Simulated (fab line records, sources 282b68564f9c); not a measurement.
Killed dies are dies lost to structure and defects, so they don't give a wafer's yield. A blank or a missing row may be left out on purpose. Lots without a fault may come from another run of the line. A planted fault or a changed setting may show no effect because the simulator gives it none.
Tool commonality check | flow rit_cmos | 14 lots, 42 wafers sampled

WHY IT WAS OPENED
At RIT_PLDD_OVL_MEAS_06 the reading PLDD_OVL is flagged on 2 of 14 lots. Wafers without a fault read -1.3 nm, standard deviation 1.4.
Rule: a lot is flagged when every wafer of it that has a number lies more than 4 standard deviations from that mean, or none has a number. The other lots count as sound.

lot  | measured    | on         | PLDD_OVL (nm), wafer by wafer | flag
L558 | day 2 21:18 | overlay-02 | -4.3 -1.9 -3.4                |
L559 | day 3 01:46 | overlay-02 | -1.3 -1.2 0.4                 |
L560 | day 3 04:26 | overlay-01 | -0.4 -1.5 -2.7                |
L561 | day 3 09:04 | overlay-02 | -2.8 -2.0 -3.9                |
L563 | day 3 21:52 | overlay-02 | -0.8 -0.2 -0.6                |
L566 | day 4 10:47 | overlay-01 | -2.2 -2.0 -3.4                |
L567 | day 4 16:43 | overlay-02 | 1.0 -1.8 -0.3                 |
L568 | day 4 21:31 | overlay-01 | -2.6 -3.1 -2.4                |
L569 | day 5 01:14 | overlay-01 | -152.1 -150.4 -150.7          | FLAGGED
L572 | day 5 17:52 | overlay-02 | -149.0 -152.1 -150.3          | FLAGGED
L575 | day 6 10:31 | overlay-02 | 1.2 -2.2 -0.7                 |
L577 | day 6 23:08 | overlay-01 | -1.1 0.0 -1.1                 |
L578 | day 7 03:24 | overlay-01 | -1.9 -1.9 0.2                 |
L581 | day 7 14:55 | overlay-01 | -0.5 0.3 -0.8                 |
The numbers of the flagged lots are -150.8 nm on average: -149.5 nm against the usual, or -99 or more standard deviations.

WHICH TOOL RAN EACH LOT
The record holds 2 process steps before the reading, out of a route of 202 steps. In each cell: the tool, then ch and the chambers that the sampled wafers went through, then the start.
lot  | flag    | RIT_GATE_STRIP_20                   | RIT_PLDD_EXPOSE_03
L558 |         | plasma_asher-03 ch 0,1, day 2 15:43 | iline_stepper-02 ch 0, day 2 20:52
L559 |         | plasma_asher-01 ch 0,1, day 2 19:31 | iline_stepper-01 ch 0, day 3 01:15
L560 |         | plasma_asher-02 ch 0,1, day 2 22:44 | iline_stepper-02 ch 0, day 3 04:02
L561 |         | plasma_asher-02 ch 0,1, day 3 03:24 | iline_stepper-02 ch 0, day 3 08:40
L563 |         | plasma_asher-01 ch 0,1, day 3 16:05 | iline_stepper-01 ch 0, day 3 21:23
L566 |         | plasma_asher-01 ch 0,1, day 4 04:49 | iline_stepper-02 ch 0, day 4 10:23
L567 |         | plasma_asher-02 ch 0,1, day 4 10:47 | iline_stepper-02 ch 0, day 4 16:17
L568 |         | plasma_asher-03 ch 0,1, day 4 15:47 | iline_stepper-02 ch 0, day 4 21:07
L569 | FLAGGED | plasma_asher-03 ch 0,1, day 4 19:32 | iline_stepper-01 ch 0, day 5 00:52
L572 | FLAGGED | plasma_asher-02 ch 0,1, day 5 11:45 | iline_stepper-01 ch 0, day 5 17:29
L575 |         | plasma_asher-02 ch 0,1, day 6 03:22 | iline_stepper-02 ch 0, day 6 09:59
L577 |         | plasma_asher-02 ch 0,1, day 6 16:30 | iline_stepper-02 ch 0, day 6 22:45
L578 |         | plasma_asher-01 ch 0,1, day 6 21:40 | iline_stepper-02 ch 0, day 7 03:00
L581 |         | plasma_asher-01 ch 0,1, day 7 09:15 | iline_stepper-02 ch 0, day 7 14:31
What these steps do:
- RIT_GATE_STRIP_20: strips in O2, time 180 s.
- RIT_PLDD_EXPOSE_03: exposes mask M8, target cd 40900 nm.
- RIT_PLDD_OVL_MEAS_06

FLAGGED OVER TOTAL, TOOL BY TOOL (the gauges that took the reading come last)
step                 | tool             | lots run | flagged | share of the flagged lots | sound lots run after its first flagged lot
RIT_GATE_STRIP_20    | plasma_asher-01  | 5        | 0       | none                      | -
RIT_GATE_STRIP_20    | plasma_asher-02  | 6        | 1       | some                      | 2 (L575,L577)
RIT_GATE_STRIP_20    | plasma_asher-03  | 3        | 1       | some                      | 0
RIT_PLDD_EXPOSE_03   | iline_stepper-01 | 4        | 2       | all                       | 0
RIT_PLDD_EXPOSE_03   | iline_stepper-02 | 10       | 0       | none                      | -
RIT_PLDD_OVL_MEAS_06 | overlay-01       | 7        | 1       | some                      | 3 (L577,L578,L581)
RIT_PLDD_OVL_MEAS_06 | overlay-02       | 7        | 1       | some                      | 1 (L575)

WHAT THE TABLE ALLOWS
1 row of the table ran every flagged lot: iline_stepper-01 at RIT_PLDD_EXPOSE_03.
- iline_stepper-01 at RIT_PLDD_EXPOSE_03: 2 of its 4 lots flagged. Its last sound lot is L563 (day 3 21:23), its first flagged lot L569 (day 5 00:52): a fault that began between those two fits.
One tool is left: iline_stepper-01 at RIT_PLDD_EXPOSE_03.

WHAT THE SIMULATOR HAD PUT IN
Scanner matching overlay: iline_stepper-01, from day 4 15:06 on, at RIT_PLDD_EXPOSE_03. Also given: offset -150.
Lots struck among those shown: L569, L572. The rule above found the same.
